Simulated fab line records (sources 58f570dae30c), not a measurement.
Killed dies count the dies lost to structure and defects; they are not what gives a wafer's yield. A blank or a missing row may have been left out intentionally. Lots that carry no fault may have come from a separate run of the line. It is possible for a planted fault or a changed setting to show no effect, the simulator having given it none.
Which tool is to blame? :: flow berkeley_cmos170 :: 21 wafers from 7 lots sampled at 2 of the route's 331 steps

WHAT THE GAUGES SHOWED, per wafer
UCB170_V2_THK_MEAS_01.
lot: L760
measured: day 9 05:42
on: film_metro-04
V2_TEOS_THK (nm): 2005 2010 1978

lot: L763
measured: day 10 01:38
on: film_metro-04
V2_TEOS_THK (nm): 2018 2008 2019

lot: L767
measured: day 11 00:13
on: film_metro-02
V2_TEOS_THK (nm): 2014 2024 2012

lot: L766
measured: day 11 03:52
on: film_metro-04
V2_TEOS_THK (nm): 1992 2004 2022

lot: L772
measured: day 11 16:18
on: film_metro-04
V2_TEOS_THK (nm): 4015 3972 4080 4014 3970 4078

lot: L775
measured: day 11 23:43
on: film_metro-02
V2_TEOS_THK (nm): 4002 3976 4099 4002 3976 4096

lot: L780
measured: day 13 02:13
on: film_metro-04
V2_TEOS_THK (nm): 1937 1974 1971

WHICH TOOL RAN EACH LOT (tool, then ch and the chambers of the sampled wafers, then the start)
lot: L760
UCB170_V2_CVD_00: pecvd-04 ch 0,1, day 9 05:32

lot: L763
UCB170_V2_CVD_00: pecvd-02 ch 0,1, day 10 01:29

lot: L767
UCB170_V2_CVD_00: pecvd-04 ch 0,1,2, day 11 00:03

lot: L766
UCB170_V2_CVD_00: pecvd-04 ch 0,1,2, day 11 03:42

lot: L772
UCB170_V2_CVD_00: pecvd-04 ch 0,2, day 11 15:39

lot: L775
UCB170_V2_CVD_00: pecvd-04 ch 0,1,2, day 11 23:12

lot: L780
UCB170_V2_CVD_00: pecvd-03 ch 1,2, day 13 02:02
- UCB170_V2_CVD_00: deposits SiO2 from TEOS/O2, target thk 2000 nm, time 250 s.

THE ANSWER, worked out from the rows above alone
Rule: usual is defined by the lots themselves. The widest of any qualifying gaps counts: lots, ordered by their means at a reading, are off when they make up no more than a third of the lots, leave a main group of 4 or more, and stand apart from it by 3 or more times the standard deviation of that group's means. A main group is skipped when, at the precision printed for the reading in the tables above, its means are all equal. Also off: a lot with no number at a reading for which 4 or more lots have one. Where the step has rows for the other lots, those lots are counted as sound.
Off: at UCB170_V2_THK_MEAS_01 (V2_TEOS_THK), L772, L775. The main group has a mean of 1999 nm with a standard deviation of 20.
If a tool, at a process step before that reading, ran all the lots that are off and no sound lot after the first of them, it fits. The gauges at UCB170_V2_THK_MEAS_01 are tried like those tools. One fits: UCB170_V2_CVD_00 on pecvd-04. Its last sound lot is L766 (day 11 03:42), its first lot that is off L772 (day 11 15:39): a fault that began between those two fits.

WHAT HAD BEEN PUT IN BY THE SIMULATOR
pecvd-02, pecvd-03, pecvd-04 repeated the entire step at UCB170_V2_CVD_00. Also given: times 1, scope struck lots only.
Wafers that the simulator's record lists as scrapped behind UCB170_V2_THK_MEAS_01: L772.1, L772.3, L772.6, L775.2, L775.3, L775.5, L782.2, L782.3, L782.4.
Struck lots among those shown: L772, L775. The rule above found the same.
